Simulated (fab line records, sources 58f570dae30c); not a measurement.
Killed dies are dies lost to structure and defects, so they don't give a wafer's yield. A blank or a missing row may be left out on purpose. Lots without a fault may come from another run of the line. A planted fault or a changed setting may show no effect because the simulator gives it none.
Chamber matching | flow berkeley_cmos170 | UCB170_V1_CMP_02 on cmp-01: 4 sister chambers
The step polishes SiO2. 14 wafers are shown with their chamber, then 7 later ones without.

WAFERS WITH THEIR CHAMBER
wafer  | chamber | motor_current_A (A)
L380.2 | 1       | 18.0
L380.4 | 2       | 16.0
L380.5 | 1       | 18.1
L381.1 | 3       | 12.5
L381.2 | 0       | 15.3
L381.3 | 2       | 16.3
L389.1 | 1       | 18.4
L389.2 | 3       | 12.6
L389.6 | 3       | 12.1
L393.1 | 0       | 14.2
L393.4 | 2       | 15.2
L393.5 | 3       | 12.3
L394.1 | 1       | 17.5
L394.3 | 2       | 15.2

SIGNATURES (means of the wafers above)
reading         | chamber 0 | chamber 1 | chamber 2 | chamber 3 | scatter within a chamber
motor_current_A | 14.750    | 18.000    | 15.675    | 12.375    | 0.46
Rule: a wafer's distance from a chamber is the root of the sum, over the readings, of the square of ((its reading less the chamber's mean) divided by the reading's scatter). The wafer belongs to the nearest chamber; if the next one is less than 2 further off, it can't be placed. The scatter: the root of (the sum of the squares of (reading less its chamber's mean) over the shown wafers, divided by (wafers less chambers)).

WAFERS WITHOUT THEIR CHAMBER
wafer  | motor_current_A (A)
L394.4 | 13.0
L397.1 | 14.7
L397.4 | 18.5
L397.5 | 15.6
L400.3 | 12.5
L400.4 | 17.7
L400.6 | 17.5

WHICH CHAMBER EACH WENT THROUGH
wafer  | from the rows above     | in truth
L394.4 | 3                       | 3
L397.1 | 0                       | 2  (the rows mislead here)
L397.4 | 1                       | 1
L397.5 | can't be placed: 2 or 0 | 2
L400.3 | 3                       | 3
L400.4 | 1                       | 1
L400.6 | 1                       | 1
Placed correctly: 5 of 7. Can't be placed from these rows: 1 (the true chamber is among the candidates in 1). Placed wrongly: 1.
